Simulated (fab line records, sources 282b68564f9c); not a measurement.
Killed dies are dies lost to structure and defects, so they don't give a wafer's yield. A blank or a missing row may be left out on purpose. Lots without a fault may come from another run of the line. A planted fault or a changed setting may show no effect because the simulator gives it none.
A sampling plan put to the test | flow rit_cmos | one fab line, 29 faults that these records tell of, each judged on the records of the lots that it struck
The plan is the line's own looks: the steps of the route at which a gauge or an inspection reads the wafer and doesn't change it. A look can be judged if struck wafers have a number there and the file gives its usual mean and standard deviation on fault-free wafers. Caught: at a look after the fault's first step, the mean of the struck wafers lies 4 or more of those standard deviations (sigma) from the usual mean. On the tool: the same test on the tool's own readings at the fault's steps. Another recipe on the struck wafers, or a record that is blank for them alone, also counts as caught.

THE FAULTS, as the simulator had put them in
1. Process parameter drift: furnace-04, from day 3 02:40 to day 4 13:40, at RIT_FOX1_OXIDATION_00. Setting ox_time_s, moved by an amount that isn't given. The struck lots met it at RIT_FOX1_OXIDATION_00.
2. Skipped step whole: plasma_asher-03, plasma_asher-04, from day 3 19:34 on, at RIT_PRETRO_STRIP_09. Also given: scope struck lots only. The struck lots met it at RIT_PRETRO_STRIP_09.
3. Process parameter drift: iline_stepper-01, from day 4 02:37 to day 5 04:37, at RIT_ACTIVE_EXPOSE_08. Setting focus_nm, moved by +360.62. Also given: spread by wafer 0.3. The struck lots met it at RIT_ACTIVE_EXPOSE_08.
4. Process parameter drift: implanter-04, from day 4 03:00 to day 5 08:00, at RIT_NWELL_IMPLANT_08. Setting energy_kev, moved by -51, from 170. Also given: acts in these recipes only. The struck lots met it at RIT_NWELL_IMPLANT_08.
5. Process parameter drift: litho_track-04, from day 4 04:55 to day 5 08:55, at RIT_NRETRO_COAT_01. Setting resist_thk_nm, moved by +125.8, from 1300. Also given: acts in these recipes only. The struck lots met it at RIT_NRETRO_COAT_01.
6. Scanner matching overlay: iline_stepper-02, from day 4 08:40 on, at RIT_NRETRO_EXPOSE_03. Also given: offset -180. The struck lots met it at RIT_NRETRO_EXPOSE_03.
7. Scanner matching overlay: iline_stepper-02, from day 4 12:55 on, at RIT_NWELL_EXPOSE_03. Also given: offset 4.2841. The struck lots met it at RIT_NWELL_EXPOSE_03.
8. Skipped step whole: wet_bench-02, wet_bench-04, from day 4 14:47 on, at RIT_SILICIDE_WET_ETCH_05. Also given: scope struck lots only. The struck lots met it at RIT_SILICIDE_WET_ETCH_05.
9. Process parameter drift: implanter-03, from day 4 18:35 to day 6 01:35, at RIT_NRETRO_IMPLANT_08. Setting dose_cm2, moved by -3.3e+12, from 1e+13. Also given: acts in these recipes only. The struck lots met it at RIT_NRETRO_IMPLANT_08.
10. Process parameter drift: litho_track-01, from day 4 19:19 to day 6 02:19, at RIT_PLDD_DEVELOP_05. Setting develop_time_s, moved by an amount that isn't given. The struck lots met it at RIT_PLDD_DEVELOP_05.
11. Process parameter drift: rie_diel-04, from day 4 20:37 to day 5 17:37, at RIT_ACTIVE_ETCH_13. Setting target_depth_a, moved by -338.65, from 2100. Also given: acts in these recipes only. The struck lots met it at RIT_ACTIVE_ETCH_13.
12. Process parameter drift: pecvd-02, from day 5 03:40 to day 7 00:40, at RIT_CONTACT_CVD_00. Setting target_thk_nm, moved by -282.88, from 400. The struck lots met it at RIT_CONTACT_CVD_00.
13. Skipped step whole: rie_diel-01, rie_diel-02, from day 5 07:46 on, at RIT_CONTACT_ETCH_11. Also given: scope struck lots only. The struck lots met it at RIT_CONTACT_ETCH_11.
14. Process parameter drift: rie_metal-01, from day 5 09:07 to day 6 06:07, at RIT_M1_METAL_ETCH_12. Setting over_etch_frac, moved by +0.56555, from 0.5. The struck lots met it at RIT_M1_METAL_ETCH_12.
15. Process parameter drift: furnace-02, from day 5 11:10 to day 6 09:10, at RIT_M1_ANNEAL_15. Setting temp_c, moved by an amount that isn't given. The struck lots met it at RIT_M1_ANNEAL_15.
16. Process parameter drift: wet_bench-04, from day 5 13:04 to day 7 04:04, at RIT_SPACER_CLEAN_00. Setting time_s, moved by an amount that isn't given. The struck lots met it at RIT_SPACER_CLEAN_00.
17. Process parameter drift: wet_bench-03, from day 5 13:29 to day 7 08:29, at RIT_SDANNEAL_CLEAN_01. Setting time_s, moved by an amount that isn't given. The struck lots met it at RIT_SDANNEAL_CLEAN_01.
18. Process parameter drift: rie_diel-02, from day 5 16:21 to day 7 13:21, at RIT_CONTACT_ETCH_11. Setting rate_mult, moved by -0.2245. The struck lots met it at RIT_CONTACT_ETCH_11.
19. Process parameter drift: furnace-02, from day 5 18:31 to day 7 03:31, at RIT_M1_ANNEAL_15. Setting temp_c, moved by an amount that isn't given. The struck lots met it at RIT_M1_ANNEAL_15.
20. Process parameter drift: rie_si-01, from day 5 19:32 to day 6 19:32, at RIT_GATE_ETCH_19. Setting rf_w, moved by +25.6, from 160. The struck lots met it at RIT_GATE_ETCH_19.
21. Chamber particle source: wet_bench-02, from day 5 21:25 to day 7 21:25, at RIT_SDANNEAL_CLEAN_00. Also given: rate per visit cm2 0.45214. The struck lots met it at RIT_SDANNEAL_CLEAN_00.
22. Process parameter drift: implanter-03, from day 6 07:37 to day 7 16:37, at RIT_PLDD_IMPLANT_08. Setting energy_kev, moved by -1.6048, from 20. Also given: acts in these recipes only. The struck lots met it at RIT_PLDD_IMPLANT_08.
23. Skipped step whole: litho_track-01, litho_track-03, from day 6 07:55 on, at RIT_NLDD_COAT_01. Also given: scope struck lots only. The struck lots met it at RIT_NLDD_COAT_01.
24. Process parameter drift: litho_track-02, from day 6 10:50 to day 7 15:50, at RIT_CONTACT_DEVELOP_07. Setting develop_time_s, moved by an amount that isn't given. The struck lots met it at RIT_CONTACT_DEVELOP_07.
25. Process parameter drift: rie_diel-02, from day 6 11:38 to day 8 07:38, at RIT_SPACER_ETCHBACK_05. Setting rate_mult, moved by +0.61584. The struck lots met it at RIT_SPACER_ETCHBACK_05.
26. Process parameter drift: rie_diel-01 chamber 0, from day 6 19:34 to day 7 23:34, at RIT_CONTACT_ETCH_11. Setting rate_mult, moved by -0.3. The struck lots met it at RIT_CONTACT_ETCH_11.
27. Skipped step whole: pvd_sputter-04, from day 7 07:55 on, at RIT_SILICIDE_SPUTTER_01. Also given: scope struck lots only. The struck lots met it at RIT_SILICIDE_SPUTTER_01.
28. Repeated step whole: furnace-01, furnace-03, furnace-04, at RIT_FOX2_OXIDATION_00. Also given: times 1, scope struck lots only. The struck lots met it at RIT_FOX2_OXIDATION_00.
29. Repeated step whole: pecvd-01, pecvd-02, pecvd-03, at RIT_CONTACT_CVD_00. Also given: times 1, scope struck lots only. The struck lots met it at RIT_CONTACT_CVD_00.

WHAT THE PLAN SAW
fault | on the tool itself                               | first look that catches it                      | reading, sigma                                      | median hours from its first step to that look | hours from the fault's start to the first struck lot there | judged looks passed uncaught
1     | under 2 sigma                                    | RIT_FOX1_THK_MEAS_01                            | FOX1_OXIDE_THK -5.3                                 | 1.3                                           | 14                                                         | 0
2     | the tool's record is blank for the struck wafers | not the one look that can be judged after it    | -                                                   | -                                             | -                                                          | 1
3     | exposure_dose_mJ_cm2 -9.0 sigma                  | RIT_ACTIVE_CD_MEAS_11                           | cd_nm -5.3                                          | 0.4                                           | 11                                                         | 0
4     | beam_energy_keV -99 or beyond sigma              | RIT_NWELL_TW_MEAS_10                            | NWELL_TW -8.6                                       | 0.3                                           | 5                                                          | 0
5     | no reading that can be judged                    | not the one look that can be judged after it    | -                                                   | -                                             | -                                                          | 1
6     | no reading that can be judged                    | RIT_NRETRO_OVL_MEAS_06                          | NRETRO_OVL -99 or beyond                            | 0.4                                           | 3                                                          | 0
7     | under 2 sigma                                    | not the one look that can be judged after it    | strongest: NWELL_OVL at RIT_NWELL_OVL_MEAS_06, +3.0 | -                                             | -                                                          | 1
8     | the tool's record is blank for the struck wafers | no look after it can be judged                  | -                                                   | -                                             | -                                                          | 0
9     | dose_ions_cm2 -99 or beyond sigma                | RIT_NRETRO_TW_MEAS_10                           | NRETRO_TW -19                                       | 0.3                                           | 11                                                         | 0
10    | no reading that can be judged                    | RIT_PLDD_TW_MEAS_10                             | PLDD_TW -99 or beyond                               | 1.6                                           | 9                                                          | 0
11    | oes_product_au +5.4 sigma                        | none of the 4 looks that can be judged after it | -                                                   | -                                             | -                                                          | 4
12    | under 2 sigma                                    | RIT_CONTACT_THK_MEAS_01                         | CONTACT_TEOS_THK -52                                | 0.1                                           | 9                                                          | 0
13    | the tool's record is blank for the struck wafers | no look after it can be judged                  | -                                                   | -                                             | -                                                          | 0
14    | oes_product_au -14 sigma                         | not the one look that can be judged after it    | strongest: cd_nm at RIT_M1_CD_MEAS_90, -3.4         | -                                             | -                                                          | 1
15    | tube_center_temp_C +99 or beyond sigma           | not the one look that can be judged after it    | -                                                   | -                                             | -                                                          | 1
16    | run_length_s +83 sigma                           | no look after it can be judged                  | -                                                   | -                                             | -                                                          | 0
17    | run_length_s +44 sigma                           | none of the 4 looks that can be judged after it | -                                                   | -                                             | -                                                          | 4
18    | under 2 sigma                                    | no look after it can be judged                  | -                                                   | -                                             | -                                                          | 0
19    | tube_center_temp_C +99 or beyond sigma           | not the one look that can be judged after it    | -                                                   | -                                             | -                                                          | 1
20    | rf_fwd_power_W +52 sigma                         | no look after it can be judged                  | -                                                   | -                                             | -                                                          | 0
21    | under 2 sigma                                    | none of the 2 looks that can be judged after it | -                                                   | -                                             | -                                                          | 2
22    | beam_energy_keV -99 or beyond sigma              | RIT_SDANNEAL_RS_MEAS_06                         | PLDD_RS +8.5                                        | 6.7                                           | 15                                                         | 1
23    | the tool's record is blank for the struck wafers | RIT_PLDD_TW_MEAS_10                             | PLDD_TW +38                                         | 2.8                                           | 9                                                          | 0
24    | no reading that can be judged                    | RIT_CONTACT_CD_MEAS_08                          | cd_nm -18                                           | 0.8                                           | 3                                                          | 0
25    | under 2 sigma                                    | none of the 7 looks that can be judged after it | -                                                   | -                                             | -                                                          | 7
26    | under 2 sigma                                    | no look after it can be judged                  | -                                                   | -                                             | -                                                          | 0
27    | the tool's record is blank for the struck wafers | no look after it can be judged                  | -                                                   | -                                             | -                                                          | 0
28    | under 2 sigma                                    | RIT_FOX2_THK_MEAS_01                            | FOX2_OXIDE_THK +25                                  | 3.6                                           | -                                                          | 0
29    | under 2 sigma                                    | RIT_CONTACT_THK_MEAS_01                         | CONTACT_TEOS_THK +72                                | 0.3                                           | -                                                          | 0
A dash: the fault isn't caught, or these records don't give the number.

Caught at a look: 12 of 29. Caught on the tool: 16 of 29. By one or the other: 23 of 29.
Caught on the tool alone: faults 2, 8, 11, 13, 14, 15, 16, 17, 19, 20, 27.
Caught at a look alone: faults 1, 6, 10, 12, 24, 28, 29.
Caught by neither: faults 5, 7, 18, 21, 25, 26.

THINNER SAMPLING
If the look that catches a fault measured only every second or every third lot, by lot number, the first struck lot would be measured this late in the worst case:
fault | struck lots at that look, in order of time | every lot | every second lot | every third lot
1     | L810, L811, L814                           | 14 h      | 19 h             | may miss all 3
3     | L210, L211                                 | 11 h      | 15 h             | may miss all 2
4     | L155, L157                                 | 5 h       | may miss all 2   | may miss all 2
6     | L668, L669, L671, L677                     | 3 h       | 8 h              | may miss all 4
9     | L802, L804                                 | 11 h      | may miss all 2   | may miss all 2
10    | L126, L129, L130                           | 9 h       | 21 h             | may miss all 3
12    | L420, L423                                 | 9 h       | 21 h             | may miss all 2
22    | L903, L905, L907                           | 15 h      | may miss all 3   | 33 h
23    | L113, L114                                 | 9 h       | 16 h             | may miss all 2
24    | L279, L280                                 | 3 h       | 14 h             | may miss all 2
Hours are from the fault's start to the first struck lot that is measured. The limit of 4 sigma was tested on all struck wafers together, so one lot alone may lie under it. Other struck lots may not be in these records.

THE LONGEST TIMED WAY FROM STEP TO LOOK
Fault 22: a median of 6.7 hours passes between RIT_PLDD_IMPLANT_08 and RIT_SDANNEAL_RS_MEAS_06. The look between them that can be judged stayed within 4 sigma: RIT_PLDD_TW_MEAS_10.
